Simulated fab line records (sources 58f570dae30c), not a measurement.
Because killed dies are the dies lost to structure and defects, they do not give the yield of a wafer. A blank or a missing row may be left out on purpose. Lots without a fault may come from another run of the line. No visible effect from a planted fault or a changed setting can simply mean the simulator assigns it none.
Which tool did it? ; flow berkeley cmos170 ; 15 lots, 45 wafers sampled, at 4 steps of a route of 331

## WHAT THE GAUGES SHOWED, per wafer
UCB170_SDANNEAL_RS_MEAS_04: the measuring method here is four-point-probe. Usual: PLDD_RS typically reads 1031.6 ohm/sq, with standard deviation 2.4.
lot;measured;on;PLDD_RS (ohm/sq);flag
L383;day 8 14:32;film metro-04;1029.0 1028.8 1027.6;
L384;day 8 14:49;film metro-03;1032.0 1030.8 1033.1;
L386;day 8 15:06;film metro-01;1031.5 1033.5 1029.9;
L387;day 9 10:29;film metro-03;1033.8 1031.9 1033.6;
L389;day 9 10:35;film metro-01;1032.1 1031.0 1028.3;
L391;day 10 07:55;film metro-03;1032.0 1035.1 1032.4;
L392;day 10 07:55;film metro-01;1035.4 1032.1 1033.8;
L393;day 10 08:04;film metro-04;1030.7 1029.2 1030.4;
L395;day 10 23:48;film metro-03;1032.5 1030.8 1033.3;
L397;day 11 07:25;film metro-04;1030.1 1032.0 1028.0;
L400;day 11 20:07;film metro-04;1029.0 1032.6 1033.3;
L398;day 11 21:12;film metro-03;1036.3 1035.8 1033.3;
L402;day 12 23:36;film metro-04;1029.2 1032.6 1029.8;
L403;day 13 00:38;film metro-01;1030.3 1030.8 1031.6;
L401;day 13 00:38;film metro-03;1029.3 1034.8 1030.1;

UCB170_V2_OVL_MEAS_13. Usual: V2_OVL typically reads 0 nm, with standard deviation 7.
lot;measured;on;V2_OVL (nm);flag
L383;day 9 07:35;overlay-02;6 -9 4;
L384;day 9 10:44;overlay-02;-13 -8 0;
L386;day 9 11:05;overlay-01;-10 -8 1;
L387;day 10 03:26;overlay-02;-4 -8 -7;
L389;day 10 04:01;overlay-02;-3 0 4;
L391;day 11 01:13;overlay-02;1 0 -2;
L392;day 11 01:02;overlay-01;10 8 4;
L393;day 11 02:13;overlay-02;5 -5 7;
L395;day 12 03:17;overlay-01;1 -1 -1;
L397;day 12 03:25;overlay-01;0 5 11;
L400;day 12 19:08;overlay-02;6 9 0;
L398;day 13 01:03;overlay-02;4 -1 -8;
L402;day 13 20:25;overlay-02;2 1 4;
L403;day 13 23:57;overlay-02;-1 0 -9;
L401;day 14 02:18;overlay-02;4 3 4;

## TOOL THAT RAN EACH LOT (tool first, then ch and the chambers of the sampled wafers, then the start)
lot;UCB170_CONTACT_ETCH_18;UCB170_M1_SPUTTER_00
L383;rie diel-04 ch 1,2,3, day 8 20:00;pvd sputter-04, day 8 20:46
L384;rie diel-03 ch 0,1,3, day 8 21:00;pvd sputter-03, day 8 21:34
L386;rie diel-01 ch 1,2,3, day 8 21:00;pvd sputter-01, day 8 21:53
L387;rie diel-01 ch 2,3, day 9 14:00;pvd sputter-04, day 9 15:34
L389;rie diel-01 ch 1,2,3, day 9 15:00;pvd sputter-01, day 9 16:06
L391;rie diel-04 ch 1,2,3, day 10 12:00;pvd sputter-03, day 10 13:10
L392;rie diel-01 ch 1,2,3, day 10 12:00;pvd sputter-01, day 10 12:54
L393;rie diel-03 ch 0,1,3, day 10 12:00;pvd sputter-01, day 10 13:22
L395;rie diel-04 ch 0,1, day 11 07:00;pvd sputter-04, day 11 07:37
L397;rie diel-03 ch 0,1,2, day 11 12:00;pvd sputter-01, day 11 12:44
L400;rie diel-03 ch 0,1,2, day 12 04:00;pvd sputter-04, day 12 04:59
L398;rie diel-03 ch 1,3, day 12 08:00;pvd sputter-01, day 12 11:28
L402;rie diel-01 ch 0,1,2, day 13 07:00;pvd sputter-01, day 13 09:49
L403;rie diel-01 ch 0,1,2, day 13 11:00;pvd sputter-04, day 13 11:49
L401;rie diel-03 ch 0,1, day 13 11:00;pvd sputter-03, day 13 13:55
- UCB170_CONTACT_ETCH_18: etches PSG in CHF3/CF4/Ar, stops on TiSi2, target depth 840 nm, time 195 s.
- UCB170_M1_SPUTTER_00: material Al, target thk 600 nm, time 80 s.

## WHAT THE TOOLS THEMSELVES READ (means of the sampled wafers that have a number; where no wafer has one, the mark that the record gives instead)
UCB170_CONTACT_ETCH_18. Usual: drypump motor current A 5.5 A, standard deviation 0.37; oes product au 0.895 a.u., standard deviation 0.014; throttle valve pct 6.92 %, standard deviation 0.11.
lot;tool;drypump motor current A (A);oes product au (a.u.);throttle valve pct (%);flag
L383;rie diel-04;5.7;0.906;6.89;
L384;rie diel-03;5.3;0.890;6.91;
L386;rie diel-01;5.7;0.893;6.91;
L387;rie diel-01;5.7;0.875;6.91;
L389;rie diel-01;5.7;0.871;6.91;
L391;rie diel-04;5.7;0.908;6.90;
L392;rie diel-01;5.7;0.872;6.91;
L393;rie diel-03;5.4;0.897;6.91;
L395;rie diel-04;5.9;0.919;6.84;
L397;rie diel-03;5.6;0.895;7.01;
L400;rie diel-03;5.6;0.894;7.00;
L398;rie diel-03;5.2;0.904;6.80;
L402;rie diel-01;5.4;0.886;6.94;
L403;rie diel-01;5.4;0.887;6.93;
L401;rie diel-03;5.6;0.887;7.02;

UCB170_M1_SPUTTER_00. Usual: throttle valve pct 30.2 %, standard deviation 0.76.
lot;tool;throttle valve pct (%);flag
L383;pvd sputter-04;29.7;
L384;pvd sputter-03;30.4;
L386;pvd sputter-01;30.6;
L387;pvd sputter-04;29.2;
L389;pvd sputter-01;31.2;
L391;pvd sputter-03;30.1;
L392;pvd sputter-01;30.3;
L393;pvd sputter-01;31.0;
L395;pvd sputter-04;29.8;
L397;pvd sputter-01;31.1;
L400;pvd sputter-04;29.6;
L398;pvd sputter-01;31.0;
L402;pvd sputter-01;31.2;
L403;pvd sputter-04;29.6;
L401;pvd sputter-03;30.4;

## THE ANSWER, worked out from the rows above alone
Rule: lot off if the mean of its wafers having a number is beyond 3 standard deviations from the usual mean. Also off: a lot with no number at a reading for which 4 or more lots have one. The other lots that the step has rows for count as sound. The gauges are gone through in route order, then the tools' own readings, and for those a lot's mean is taken as printed above. At the first step where some lot is off, the reading lying furthest off is the one used; lots without a number count as furthest.
Across all readings shown, no lot is off: no conclusion can be drawn from this.

## WHAT HAD BEEN PUT IN BY THE SIMULATOR
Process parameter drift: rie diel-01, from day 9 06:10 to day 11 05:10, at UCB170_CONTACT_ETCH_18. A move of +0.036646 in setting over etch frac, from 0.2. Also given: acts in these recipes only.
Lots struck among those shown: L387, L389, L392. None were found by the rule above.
